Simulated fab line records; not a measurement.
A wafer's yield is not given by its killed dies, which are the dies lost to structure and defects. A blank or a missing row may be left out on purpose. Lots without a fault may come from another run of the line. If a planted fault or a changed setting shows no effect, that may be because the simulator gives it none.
One fault seen from 2 desks    flow berkeley cmos170    numbers are kept per desk, each desk with only its own; the story behind them comes last

FROM THE METROLOGY DESK
What the gauges read, lot by lot, whatever tool the lot ran on: means of the sampled wafers that have a number. The brackets show how far a lot's mean lies from the usual mean; more than 4 standard deviations puts the lot out of limits, marked OUT.
Columns: A = PWELL_OVL at UCB170_PWELL_OVL_MEAS_13, usual -4 nm; B = cd nm at UCB170_ACTIVE_CD_MEAS_13, usual 1200.3 nm; C = PVT_OVL at UCB170_PVT_OVL_MEAS_06, usual 2 nm; D = GATE_OVL at UCB170_GATE_OVL_MEAS_13, usual -2 nm
lot   first seen here  A   B                 C   D
L406  day 3 01:29      -6  1200.8            5   -8
L409  day 3 11:25      -9  1202.3            2   -5
L410  day 3 22:41      5   1199.2            -8  -1
L411  day 3 22:57      -3  1198.8            10  4
L412  day 4 05:07      -3  1235.8 (+25) OUT  7   -2
L413  day 4 09:14      -4  1234.0 (+24) OUT  9   -4
L415  day 5 00:37      -5  1232.4 (+23) OUT  -1  -2
L420  day 5 23:26      -1  1201.9            0   3
L422  day 6 11:04      6   1201.0            10  -3
L423  day 6 15:21      5   1199.2            -1  -3
L426  day 7 06:55      -4  1200.7            -6  5
L425  day 7 07:01      -7  1199.5            5   3
L427  day 7 17:11      -8  1198.7            3   -3
L428  day 7 21:36      -7  1198.7            -3  0
L429  day 7 21:52      -5  1200.8            5   -3
This desk's finding: out of limits on L412, L413, L415; first on L412, day 5 07:37 (cd nm at UCB170_ACTIVE_CD_MEAS_13). Within limits: L406, L409, L410, L411, L420, L422, L423, L426, L425, L427, L428, L429.

FOR THE TOOL OWNER'S DESK: litho track-03
For each lot that ran on this tool, the mean over its sampled wafers that have a number, from the tool's own readings at UCB170_ACTIVE_PEB_11. The brackets show how far a lot's mean lies from the usual mean; more than 4 standard deviations puts the lot out of limits, marked OUT.
Columns: A = heater power total W at UCB170_ACTIVE_PEB_11, usual 56.82 W; B = plate sensor t centre C at UCB170_ACTIVE_PEB_11, usual 131.41 C; C = plate sensor t edge C at UCB170_ACTIVE_PEB_11, usual 131.53 C
lot   first seen here  A                B                         C
L406  day 4 02:20      56.81            131.41                    131.54
L411  day 4 22:06      56.79            131.41                    131.53
L412  day 5 07:21      54.26 (-58) OUT  126.91 (-99 or more) OUT  127.03 (-99 or more) OUT
L413  day 5 07:36      54.27 (-58) OUT  126.90 (-99 or more) OUT  127.03 (-99 or more) OUT
L415  day 6 07:20      54.30 (-57) OUT  126.92 (-99 or more) OUT  127.03 (-99 or more) OUT
L428  day 9 03:45      56.84            131.41                    131.53
This desk's finding: out of limits on L412, L413, L415; first on L412, day 5 07:21 (heater power total W at UCB170_ACTIVE_PEB_11). Within limits: L406, L411, L428.

TAKEN TOGETHER
At day 5 07:21, on L412, L413, L415, the tool owner's desk was in a position to raise an alarm.
L412, L413, L415 would have let the metrology desk raise an alarm at day 5 07:37.
The lots listed all ran UCB170_ACTIVE_PEB_11 on litho track-03.

WHAT HAD BEEN PUT IN BY THE SIMULATOR
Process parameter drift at UCB170_ACTIVE_PEB_11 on litho track-03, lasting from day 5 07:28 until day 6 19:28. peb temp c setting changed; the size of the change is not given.
Struck lots among those shown: L412, L413, L415.
